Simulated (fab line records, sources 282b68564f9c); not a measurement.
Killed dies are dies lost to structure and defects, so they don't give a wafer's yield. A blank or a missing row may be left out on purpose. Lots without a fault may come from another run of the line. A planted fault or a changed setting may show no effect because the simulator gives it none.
Tool commonality check | flow rit_cmos | 14 lots, 42 wafers sampled

WHY IT WAS OPENED
At RIT_SDANNEAL_RS_MEAS_06 the reading PLDD_RS is flagged on 2 of 14 lots. Wafers without a fault read 178.8 ohm/sq, standard deviation 0.45.
Rule: a lot is flagged when every wafer of it that has a number lies more than 4 standard deviations from that mean, or none has a number. The other lots count as sound.

lot  | measured    | on            | PLDD_RS (ohm/sq), wafer by wafer | flag
L370 | day 3 05:31 | film_metro-01 | 179.3 178.6 178.5                |
L371 | day 3 07:34 | film_metro-02 | 179.6 179.7 179.4                |
L372 | day 3 16:55 | film_metro-02 | 178.5 178.4 178.7                |
L373 | day 3 18:26 | film_metro-01 | 179.3 179.0 179.2                |
L379 | day 4 22:58 | film_metro-02 | 179.1 179.5 179.2                |
L380 | day 5 03:13 | film_metro-02 | 170.8 170.4 171.3                | FLAGGED
L383 | day 5 20:02 | film_metro-01 | 170.3 170.6 170.4                | FLAGGED
L384 | day 6 02:04 | film_metro-03 | 179.2 179.0 179.3                |
L386 | day 6 09:10 | film_metro-01 | 178.2 178.2 178.0                |
L389 | day 7 02:53 | film_metro-01 | 178.9 178.2 178.5                |
L390 | day 7 05:03 | film_metro-03 | 178.7 178.4 178.1                |
L391 | day 7 11:04 | film_metro-03 | 178.2 178.9 178.7                |
L392 | day 7 16:44 | film_metro-02 | 179.3 178.7 178.9                |
L393 | day 7 22:00 | film_metro-02 | 178.4 178.5 178.7                |
The numbers of the flagged lots are 170.6 ohm/sq on average: -8.2 ohm/sq against the usual, or -18 standard deviations.

WHICH TOOL RAN EACH LOT
The record holds 1 process step before the reading, out of a route of 202 steps. In each cell: the tool, then ch and the chambers that the sampled wafers went through, then the start.
lot  | flag    | RIT_PLDD_IMPLANT_08
L370 |         | implanter-02 ch 0, day 2 23:07
L371 |         | implanter-01 ch 0, day 3 00:29
L372 |         | implanter-01 ch 0, day 3 10:17
L373 |         | implanter-04 ch 0, day 3 11:52
L379 |         | implanter-02 ch 0, day 4 16:26
L380 | FLAGGED | implanter-01 ch 0, day 4 20:39
L383 | FLAGGED | implanter-01 ch 0, day 5 13:29
L384 |         | implanter-04 ch 0, day 5 19:14
L386 |         | implanter-02 ch 0, day 6 02:32
L389 |         | implanter-04 ch 0, day 6 18:56
L390 |         | implanter-04 ch 0, day 6 22:32
L391 |         | implanter-04 ch 0, day 7 04:26
L392 |         | implanter-02 ch 0, day 7 09:17
L393 |         | implanter-02 ch 0, day 7 14:40
What these steps do:
- RIT_PLDD_IMPLANT_08
- RIT_SDANNEAL_RS_MEAS_06: measures by four-point-probe.

FLAGGED OVER TOTAL, TOOL BY TOOL (the gauges that took the reading come last)
step                    | tool          | lots run | flagged | share of the flagged lots | sound lots run after its first flagged lot
RIT_PLDD_IMPLANT_08     | implanter-01  | 4        | 2       | all                       | 0
RIT_PLDD_IMPLANT_08     | implanter-02  | 5        | 0       | none                      | -
RIT_PLDD_IMPLANT_08     | implanter-04  | 5        | 0       | none                      | -
RIT_SDANNEAL_RS_MEAS_06 | film_metro-01 | 5        | 1       | some                      | 2 (L386,L389)
RIT_SDANNEAL_RS_MEAS_06 | film_metro-02 | 6        | 1       | some                      | 2 (L392,L393)
RIT_SDANNEAL_RS_MEAS_06 | film_metro-03 | 3        | 0       | none                      | -

WHAT THE TABLE ALLOWS
1 row of the table ran every flagged lot: implanter-01 at RIT_PLDD_IMPLANT_08.
- implanter-01 at RIT_PLDD_IMPLANT_08: 2 of its 4 lots flagged. Its last sound lot is L372 (day 3 10:17), its first flagged lot L380 (day 4 20:39): a fault that began between those two fits. Its own readings lie more than 4 standard deviations out on every wafer of the flagged lots: dose_ions_cm2, faraday_current_uA.
One tool is left: implanter-01 at RIT_PLDD_IMPLANT_08.

WHAT THE SIMULATOR HAD PUT IN
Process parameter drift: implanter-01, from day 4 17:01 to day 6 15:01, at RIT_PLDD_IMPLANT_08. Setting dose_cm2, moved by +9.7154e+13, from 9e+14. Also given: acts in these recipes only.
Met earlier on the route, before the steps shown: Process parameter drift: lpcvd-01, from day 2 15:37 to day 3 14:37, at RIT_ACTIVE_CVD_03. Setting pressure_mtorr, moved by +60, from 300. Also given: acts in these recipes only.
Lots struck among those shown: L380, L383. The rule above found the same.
